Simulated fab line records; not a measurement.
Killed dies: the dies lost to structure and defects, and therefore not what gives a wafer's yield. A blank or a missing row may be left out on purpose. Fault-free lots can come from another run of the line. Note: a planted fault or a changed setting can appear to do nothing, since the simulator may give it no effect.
Struck lot and sound lot, side by side / flow rit cmos / 21 out of 202 route steps
Sound: these wafers, L885.1, L885.2, L885.5. Wafers struck: L902.2, L902.3, L902.4. At the end, the cause is stated.
Each step with rows lists, per side, the tool, then ch with its chambers, then its first start. Under that, the readings that differ: sound wafers / struck wafers / difference of the means / sigmas: that difference in standard deviations of wafers without a fault.
alike: same words and numbers on both sides, and readings whose means sit less than 2 such deviations apart. not compared: any withheld reading, any reading some wafer has no value for, any bound like >300 that may hide the same value, and any number with overlapping values for which the record gives no deviation.
Wherever a step has rows on one side only, a row that says differs or no value, or a row with sigmas, the two part there. Numbers that don't overlap but have no deviation are shown without sigmas and don't part them. A reading that every wafer of one side lacks parts them only if that side has two wafers or more.

first, 6 steps without rows for these wafers: RIT_NRETRO_HMDS_00 (prime time 60 s); RIT_NRETRO_COAT_01 (resist thk 1300 nm); RIT_NRETRO_SOFTBAKE_02 (time 60 s); RIT_NRETRO_EXPOSE_03 (exposes mask M4, target cd 43900 nm); RIT_NRETRO_PEB_04; RIT_NRETRO_DEVELOP_05 (develop time 68 s).
RIT_NRETRO_OVL_MEAS_06:
  sound: overlay-02 at day 3 01:55; struck: overlay-02 at day 6 21:22
reading=NRETRO_OVL (nm); sound=2.1 4.6 2.3; struck=1.5 0.1 -0.8; difference=-2.7; sigmas=-2
then, 2 steps without rows for these wafers: RIT_NRETRO_HARDBAKE_07 (time 120 s); RIT_NRETRO_IMPLANT_08.
RIT_NRETRO_STRIP_09: strips in O2, time 180 s.
  sound on plasma asher-03 ch 0,1, day 3 02:21; struck on plasma asher-04 ch 0,1, day 6 21:47
  alike: drypump motor current A, o2 flow sccm
  not compared: rf hours counter h
RIT_NRETRO_TW_MEAS_10:
  sound: film metro-04 at day 3 02:31; struck: film metro-01 at day 6 21:59
  alike: NRETRO_TW
then, 1 step without rows for these wafers: RIT_PRETRO_HMDS_00 (prime time 60 s).
RIT_PRETRO_COAT_01: resist thk 1300 nm.
  sound on litho track-01 ch 0, day 3 02:49; struck on litho track-02 ch 0, day 6 22:19
reading=model.NOVOLAK_of_PRETRO_COAT_01.thk nm (nm); sound=1303 1299 1302; struck=1320 1318 1318; difference=+17; sigmas=
  alike: resist line temp C
RIT_PRETRO_SOFTBAKE_02: time 60.96 s.
  sound on litho track-01 ch 0, day 3 02:58; struck on litho track-02 ch 0, day 6 22:28
  alike: plate sensor t centre C, plate sensor t edge C, resist line temp C
then, 3 steps without rows for these wafers: RIT_PRETRO_EXPOSE_03 (exposes mask M5, target cd 43700 nm); RIT_PRETRO_PEB_04; RIT_PRETRO_DEVELOP_05 (develop time 68 s).
RIT_PRETRO_OVL_MEAS_06:
  sound: overlay-02 at day 3 03:49; struck: overlay-01 at day 6 23:09
  alike: PRETRO_OVL
RIT_PRETRO_HARDBAKE_07: time 120 s.
  sound on litho track-04 ch 0, day 3 03:51; struck on litho track-02 ch 0, day 6 23:13
reading=model.NOVOLAK_of_PRETRO_COAT_01.thk nm (nm); sound=1139 1136 1138; struck=1154 1152 1152; difference=+15; sigmas=
  alike: plate temp C, resist line temp C
after that, 1 step had no rows for these wafers: RIT_PRETRO_IMPLANT_08.
RIT_M1_PROBE_99:
  the record holds rows for the sound wafers here (prober-01, day 4 08:14) but none for the struck ones

WHERE THEY PART
Earliest at RIT_NRETRO_OVL_MEAS_06; latest, in this record, at RIT_M1_PROBE_99.

WHY: what had been put in by the simulator
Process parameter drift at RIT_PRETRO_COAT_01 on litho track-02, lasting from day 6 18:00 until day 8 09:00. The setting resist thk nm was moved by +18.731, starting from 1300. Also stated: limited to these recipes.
